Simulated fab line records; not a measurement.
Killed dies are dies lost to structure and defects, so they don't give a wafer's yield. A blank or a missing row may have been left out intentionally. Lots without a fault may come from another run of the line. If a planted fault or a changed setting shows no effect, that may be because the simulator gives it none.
Comparing a struck lot with a sound one / flow rit-cmos / 30 steps out of a route of 202
Sound: these wafers, L543.2, L543.3, L543.5. Struck: wafer L552.1 (L552.4, L552.5, from the same lot, were not struck and are left out); the cause is given at the end.
Per side, at each step with rows, come the tool, then ch with its chambers, and then its first start. Under that, the readings that differ: sound wafers / struck wafers / difference of the means / sigmas: that difference in standard deviations of wafers without a fault.
alike: readings with means less than 2 such deviations apart, plus words and numbers identical on both sides. not compared: withheld readings, readings lacking a value on some wafer, bounds such as >300 that could conceal the same value, and numbers that have no deviation in the record and whose values overlap.
A row with sigmas, a row that says differs or no value, or rows on one side alone: a step with any of these is where the two part. When numbers do not overlap yet have no deviation, they are printed without sigmas and do not part them. A reading missing from all wafers of one side parts the sides only when that side holds two or more wafers.

first, 6 steps without rows for these wafers: RIT_SDANNEAL_RTA_03 (time 5 s); RIT_SILICIDE_WET_ETCH_00 (etches SiO2 in BOE, target depth 14 nm, time 15 s); RIT_SILICIDE_SPUTTER_01 (material Ti, target thk 30 nm, time 240 s); RIT_SILICIDE_RTA_04 (time 10 s, ramp up 5 s, ramp down 5 s); RIT_SILICIDE_WET_ETCH_05 (etches Ti in SPM, time 120 s); RIT_SILICIDE_RTA_06 (time 10 s, ramp up 5 s, ramp down 10 s).
RIT_CONTACT_CVD_00: deposits SiO2 from TEOS, target thk 400 nm, time 61 s.
  sound on pecvd-04 ch 0,2, day 3 22:46; struck on pecvd-04 ch 1, day 5 19:23
reading=model.SiO2_of_CONTACT_CVD_00.thk-nm (nm); sound=396.9 396.8 404; struck=302.1; difference=-97.1; sigmas=
  alike: heater-power-w, rf-fwd-power-W
RIT_CONTACT_THK_MEAS_01:
  struck on film-metro-02, day 5 19:26; sound on film-metro-03, day 3 22:49
reading=CONTACT_TEOS_THK (nm); sound=396 397 404; struck=302; difference=-97; sigmas=-19
then, 7 steps without rows for these wafers: RIT_CONTACT_HMDS_02 (prime time 60 s); RIT_CONTACT_COAT_03 (resist thk 1000 nm); RIT_CONTACT_SOFTBAKE_04 (time 60 s); RIT_CONTACT_EXPOSE_05 (exposes mask M11, target cd 1000 nm); RIT_CONTACT_PEB_06; RIT_CONTACT_DEVELOP_07 (develop time 120 s); RIT_CONTACT_HARDBAKE_10 (time 60 s).
RIT_CONTACT_ETCH_11: etches SiO2 in CHF3/CF4/Ar, stops on TiSi2, target depth 480 nm, time 320 s.
  sound on rie-diel-03 ch 1,3, day 4 00:19; struck on rie-diel-01 ch 1, day 5 21:01
reading=model.etch.depth-nm (nm); sound=396.9 396.8 404; struck=302.1; difference=-97.1; sigmas=
reading=model.CONTACT.feature-depth-nm (nm); sound=396.9 396.8 404; struck=302.1; difference=-97.1; sigmas=
  alike: O2_flow_sccm, drypump-motor-current-A, mfc-ar-sccm, oes-product-au, rf-fwd-power-W, throttle-valve-pct
  not compared: rf-hours-counter-h
then, 11 steps without rows for these wafers: RIT_CONTACT_STRIP_12 (strips in O2, time 180 s); RIT_CONTACT_CLEAN_13 (cleans in SC1, time 600 s); RIT_CONTACT_CLEAN_14 (cleans in SC2, time 600 s); RIT_M1_SPUTTER_00 (material Al, target thk 400 nm, time 500 s); RIT_M1_HMDS_03 (prime time 60 s); RIT_M1_COAT_04 (resist thk 1300 nm); RIT_M1_SOFTBAKE_05 (time 60 s); RIT_M1_EXPOSE_06 (exposes mask M12, target cd 2600 nm); RIT_M1_PEB_07; RIT_M1_DEVELOP_08 (develop time 68 s); RIT_M1_HARDBAKE_11 (time 120 s).
RIT_M1_METAL_ETCH_12: etches Al in Cl2/BCl3, stops on SiO2, time 165 s, target depth 600 nm.
  sound on rie-metal-04 ch 0,1, day 4 02:58; struck on rie-metal-04 ch 0, day 5 23:37
reading=rf-fwd-power-W (W); sound=248.1 249.2 249.3; struck=250.8; difference=+1.9; sigmas=+3
reading=model.SiO2_of_CONTACT_CVD_00.thk-nm (nm); sound=360.2 360.6 367.8; struck=265.5; difference=-97.4; sigmas=
  alike: drypump-motor-current-A, oes-product-au, throttle-valve-pct
  not compared: rf-hours-counter-h
then, 1 step without rows for these wafers: RIT_M1_STRIP_13 (strips in nmp, time 600 s).
RIT_M1_PROBE_99:
  struck on prober-01, day 6 01:52; sound on prober-02, day 4 05:17
reading=killed-at-contacts; sound=2 0 1; struck=0; difference=-1; sigmas=-3
reading=model.etest.field-p-metal.vt-v (V); sound=-29.27 -29.43 -29.39; struck=-23.25; difference=+6.11; sigmas=
reading=model.etest.nmos_0p15.junction-log10-a-um; sound=-13.53 -13.4 -13.47; struck=-12.72; difference=+0.75; sigmas=
reading=model.etest.nmos-narrow.off-log10-a-um; sound=-13.17 -13.31 -13.19; struck=-12.66; difference=+0.56; sigmas=
reading=model.etest.gate-end-array.leak-log10-a-um; sound=-12.88 -12.92 -12.9; struck=-12.39; difference=+0.51; sigmas=
reading=model.etest.nmos_0p3.off-log10-a-um; sound=-13.08 -13.04 -13.1; struck=-12.63; difference=+0.44; sigmas=
reading=model.etest.pmos_0p15.junction-log10-a-um; sound=-13.73 -13.85 -13.74; struck=-13.51; difference=+0.26; sigmas=
reading=model.etest.contact-diode-array.leak-log10-a (angstrom); sound=-9.496 -9.35 -9.434; struck=-9.137; difference=+0.290; sigmas=
reading=model.etest.antenna-contact.vt-shift-v (V); sound=-0.008057 -0.01062 -0.01062; struck=-0.0191; difference=-0.0093; sigmas=
  alike: killed_at_M0_to_M3, killed-at-front-end, killed-dies, killed-open, killed-short

WHERE THEY PART
Earliest at RIT_CONTACT_THK_MEAS_01; latest, in this record, at RIT_M1_PROBE_99.

WHY: the cause the simulator had injected
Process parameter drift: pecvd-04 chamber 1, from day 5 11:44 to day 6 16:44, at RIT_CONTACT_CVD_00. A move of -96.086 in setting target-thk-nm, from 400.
